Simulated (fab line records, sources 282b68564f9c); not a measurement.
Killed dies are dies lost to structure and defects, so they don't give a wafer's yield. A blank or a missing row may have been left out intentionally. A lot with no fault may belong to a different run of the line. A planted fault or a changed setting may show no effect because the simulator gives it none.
The tool behind it: which one? + flow rit cmos + 13 lots with 39 wafers sampled at 2 steps, on a route of 202 steps

== WHAT THE GAUGES READ, wafer by wafer ==
RIT_GATE_CD_MEAS_16: the cd target is 150 nm.
| lot  | measured    | on        | cd nm (nm)                          |
|------|-------------|-----------|-------------------------------------|
| L159 | day 2 13:55 | cd sem-02 | 149.8 149.4 147.5                   |
| L160 | day 2 20:38 | cd sem-02 | 146.4 148.6 145.2                   |
| L161 | day 3 00:12 | cd sem-02 | 147.5 145.7 145.2                   |
| L162 | day 3 05:23 | cd sem-02 | 152.0 151.6 150.5                   |
| L163 | day 3 14:53 | cd sem-02 | 149.4 152.4 152.0                   |
| L164 | day 3 16:18 | cd sem-01 | 141.1 140.2 141.7 141.4 140.2 142.1 |
| L165 | day 3 19:51 | cd sem-01 | 140.6 141.7 141.0 140.4 141.7 141.1 |
| L166 | day 4 02:15 | cd sem-01 | 142.8 141.8 143.2                   |
| L167 | day 4 09:04 | cd sem-02 | 146.0 144.1 144.7                   |
| L170 | day 5 04:49 | cd sem-02 | 147.2 146.7 147.7                   |
| L174 | day 6 02:43 | cd sem-01 | 149.8 150.5 151.2                   |
| L177 | day 6 09:01 | cd sem-01 | 149.9 149.0 149.2                   |
| L178 | day 6 18:04 | cd sem-01 | 147.3 148.4 146.7                   |

== TOOL THAT RAN EACH LOT (tool first, then ch and the chambers of the sampled wafers, then the start) ==
| lot  | RIT_GATE_EXPOSE_13                 |
|------|------------------------------------|
| L159 | iline stepper-02 ch 0, day 2 13:31 |
| L160 | iline stepper-01 ch 0, day 2 20:14 |
| L161 | iline stepper-01 ch 0, day 2 23:48 |
| L162 | iline stepper-02 ch 0, day 3 04:59 |
| L163 | iline stepper-01 ch 0, day 3 14:29 |
| L164 | iline stepper-01 ch 0, day 3 15:54 |
| L165 | iline stepper-01 ch 0, day 3 19:27 |
| L166 | iline stepper-01 ch 0, day 4 01:51 |
| L167 | iline stepper-01 ch 0, day 4 08:40 |
| L170 | iline stepper-02 ch 0, day 5 04:25 |
| L174 | iline stepper-02 ch 0, day 6 02:19 |
| L177 | iline stepper-02 ch 0, day 6 08:37 |
| L178 | iline stepper-02 ch 0, day 6 17:40 |
- RIT_GATE_EXPOSE_13: exposes mask M6, target cd 150 nm.

== WHAT THE TOOLS THEMSELVES READ (means of the sampled wafers that have a number; where no wafer has one, the mark that the record gives instead) ==
RIT_GATE_EXPOSE_13.
| lot  | tool             | exposure dose mJ cm2 |
|------|------------------|----------------------|
| L159 | iline stepper-02 | 380.3                |
| L160 | iline stepper-01 | 380.3                |
| L161 | iline stepper-01 | 380.2                |
| L162 | iline stepper-02 | 380.2                |
| L163 | iline stepper-01 | 379.6                |
| L164 | iline stepper-01 | 386.9                |
| L165 | iline stepper-01 | 385.1                |
| L166 | iline stepper-01 | 384.1                |
| L167 | iline stepper-01 | 383.0                |
| L170 | iline stepper-02 | 380.5                |
| L174 | iline stepper-02 | 379.6                |
| L177 | iline stepper-02 | 379.6                |
| L178 | iline stepper-02 | 379.5                |

== THE ANSWER, worked out from the rows above alone ==
Rule: usual is defined by the lots themselves. The widest of any qualifying gaps counts: lots, ordered by their means at a reading, are off when they make up no more than a third of the lots, leave a main group of 4 or more, and stand apart from it by 3 or more times the standard deviation of that group's means. A main group is skipped when, at the precision printed for the reading in the tables above, its means are all equal. A lot without any number at a reading at which 4 lots or more have one is off too. Any other lot the step has rows for is counted as sound. After the gauges, taken in route order, come the tools' own readings; for these a lot's mean is taken, as printed above. The first step at which some lot is off is used, and at that step the reading that is off furthest; a lot without a number counts as furthest.
Off: L164, L165, L166, L167, at RIT_GATE_EXPOSE_13 (exposure dose mJ cm2). The main group has a mean of 380.0 with a standard deviation of 0.37.
A tool fits if, at that step or a process step before it, it ran every lot that is off, and no sound lot after the first of them. One candidate fits, namely iline stepper-01 at RIT_GATE_EXPOSE_13. A fault onset in the window from L163 (day 3 14:29, its last sound lot) to L164 (day 3 15:54, its first lot off) fits.
On the lots that are off, the tool's own readings at RIT_GATE_EXPOSE_13 differ by more than 5 times the standard deviation of the sound lots' means, which bears it out; exposure dose mJ cm2 reads 384.8 there versus 380.0 on the sound lots.

== WHAT THE SIMULATOR HAD INSERTED ==
Drift in process parameters on iline stepper-01 at RIT_GATE_EXPOSE_13, starting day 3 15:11. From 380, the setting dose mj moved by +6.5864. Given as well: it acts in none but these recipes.
Shown lots that were struck: L164, L165, L166, L167. Same finding as the rule above.
